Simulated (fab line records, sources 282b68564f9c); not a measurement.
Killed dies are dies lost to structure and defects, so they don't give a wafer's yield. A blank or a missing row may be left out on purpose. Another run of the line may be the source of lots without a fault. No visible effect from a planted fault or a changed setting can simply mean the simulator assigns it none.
Split-lot experiment + flow rit_cmos + 23 wafers read from 5 lots, route of 202 steps

== THE SPLIT ITSELF ==
At RIT_CONTACT_EXPOSE_05 (exposes mask M11, target cd 1000 nm), the setting dose_mj was moved away from the recipe's 250 on 12 of the 23 wafers read, by -6.8% to +3.3%. All remaining wafers had this setting at the recipe value.

== FROM THE SPLIT TO THE READING: what the file shows between them, 5 steps ==
- RIT_CONTACT_PEB_06
- RIT_CONTACT_DEVELOP_07: develop time 120 s
- RIT_CONTACT_CD_MEAS_08: target cd 1000 nm
- RIT_CONTACT_ETCH_11: etches SiO2 in CHF3/CF4/Ar, stops on TiSi2, target depth 480 nm, time 320 s (also split here: over_etch_frac)
- RIT_CONTACT_STRIP_12: strips in O2, time 180 s

== THE READING ==
cd_nm, in nm, at RIT_CONTACT_CD_MEAS_90 (target cd 1000 nm). On this fab line, fault-free wafers typically give 999.1 nm with a standard deviation of 2.3 nm.

| wafer  | tool, chamber at the split | dose_mj as run | against the recipe | cd_nm, nm | against lot-mates on the recipe |
|--------|----------------------------|----------------|--------------------|-----------|---------------------------------|
| L074.1 | iline_stepper-02, 0        | 250            | recipe             | 1000.9    | -                               |
| L074.2 | iline_stepper-02, 0        | 242.1          | -3.2%              | 989.7     | -10.8                           |
| L074.4 | iline_stepper-02, 0        | 242.1          | -3.2%              | 991.0     | -9.5                            |
| L074.5 | iline_stepper-02, 0        | 242.1          | -3.2%              | 989.8     | -10.7                           |
| L074.6 | iline_stepper-02, 0        | 250            | recipe             | 1000.1    | -                               |
| L075.1 | iline_stepper-02, 0        | 232.9          | -6.8%              | 977.1     | -21.9                           |
| L075.2 | iline_stepper-02, 0        | 232.9          | -6.8%              | 980.7     | -18.2                           |
| L075.3 | iline_stepper-02, 0        | 232.9          | -6.8%              | 980.7     | -18.2                           |
| L075.4 | iline_stepper-02, 0        | 250            | recipe             | 998.6     | -                               |
| L075.6 | iline_stepper-02, 0        | 250            | recipe             | 999.3     | -                               |
| L080.4 | iline_stepper-01, 0        | 250            | recipe             | 997.2     | -                               |
| L080.5 | iline_stepper-01, 0        | 250            | recipe             | 995.9     | -                               |
| L080.6 | iline_stepper-01, 0        | 250            | recipe             | 998.7     | -                               |
| L081.1 | iline_stepper-02, 0        | 250            | recipe             | 1000.4    | -                               |
| L081.2 | iline_stepper-02, 0        | 258.2          | +3.3%              | 1010.2    | +10.9                           |
| L081.3 | iline_stepper-02, 0        | 250            | recipe             | 998.3     | -                               |
| L081.4 | iline_stepper-02, 0        | 258.2          | +3.3%              | 1007.2    | +7.9                            |
| L081.5 | iline_stepper-02, 0        | 258.2          | +3.3%              | 1008.8    | +9.5                            |
| L085.1 | iline_stepper-01, 0        | 250            | recipe             | 1001.0    | -                               |
| L085.2 | iline_stepper-01, 0        | 256.1          | +2.4%              | 1005.7    | +4.8                            |
| L085.3 | iline_stepper-01, 0        | 256.1          | +2.4%              | 1006.3    | +5.3                            |
| L085.5 | iline_stepper-01, 0        | 256.1          | +2.4%              | 1007.8    | +6.8                            |
| L085.6 | iline_stepper-01, 0        | 250            | recipe             | 1000.9    | -                               |

FIT RESULTS
A straight line over all 23 wafers: cd_nm changes by +2.9 nm for each +1% of dose_mj; r = +0.99; the points scatter about the line by 1.5 nm.
The same after taking each lot's own level away (the mean of its wafers on the recipe; 23 wafers): +2.84 nm for each +1%; r = +0.99; scatter 1.2 nm.
On that fit, the largest move of dose_mj shifts the reading by 19 nm.
Across the lots, their own levels run from 997.27 to 1000.95 nm, a range of 1.6 times the standard deviation given above.
Hence the lot-to-lot level has little effect on the slope; both slopes agree.
Check: -19.2 nm against its lot-mates is what the line predicts for one of the wafers moved furthest among these (-6.8%) when that wafer is left out of the fit. Against them it came out at -21.9 nm.

== OTHER SPLITS ON THESE WAFERS ==
Other splits were also applied to these wafers ahead of the reading. Each is held against what the fit with the lots' levels taken away leaves over:
| other split on the same wafers     | wafers away from the commonest value | r with cd_nm (lot level and that fit taken away) |
|------------------------------------|--------------------------------------|--------------------------------------------------|
| RIT_PLDD_IMPLANT_08 energy_kev     | 6                                    | +0.26                                            |
| RIT_SPACER_CVD_03 temp_c           | 18                                   | +0.05                                            |
| RIT_SDANNEAL_CLEAN_01 time_s       | 5                                    | +0.17                                            |
| RIT_CONTACT_ETCH_11 over_etch_frac | 9                                    | +0.29                                            |

== THE WHOLE CHAIN: every reading that the file lists as answering this split, in the file's order ==
| step                   | what it does                                                                | reading                                                        | change (the file's fit)              | r (the file's) |
|------------------------|-----------------------------------------------------------------------------|----------------------------------------------------------------|--------------------------------------|----------------|
| RIT_CONTACT_CD_MEAS_08 | target cd 1000 nm                                                           | cd_nm                                                          | +2.87 nm for each +1% of the setting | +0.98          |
| RIT_CONTACT_ETCH_11    | etches SiO2 in CHF3/CF4/Ar, stops on TiSi2, target depth 480 nm, time 320 s | CONTACT.cd_nm (the simulator's own value, which no gauge read) | +2.86 nm for each +1% of the setting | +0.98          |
| RIT_CONTACT_CD_MEAS_90 | target cd 1000 nm                                                           | cd_nm                                                          | +2.86 nm for each +1% of the setting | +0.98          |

== THE FILE'S OWN FIT ==
cd_nm changes by +2.86 nm for each +1% of dose_mj, r = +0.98.
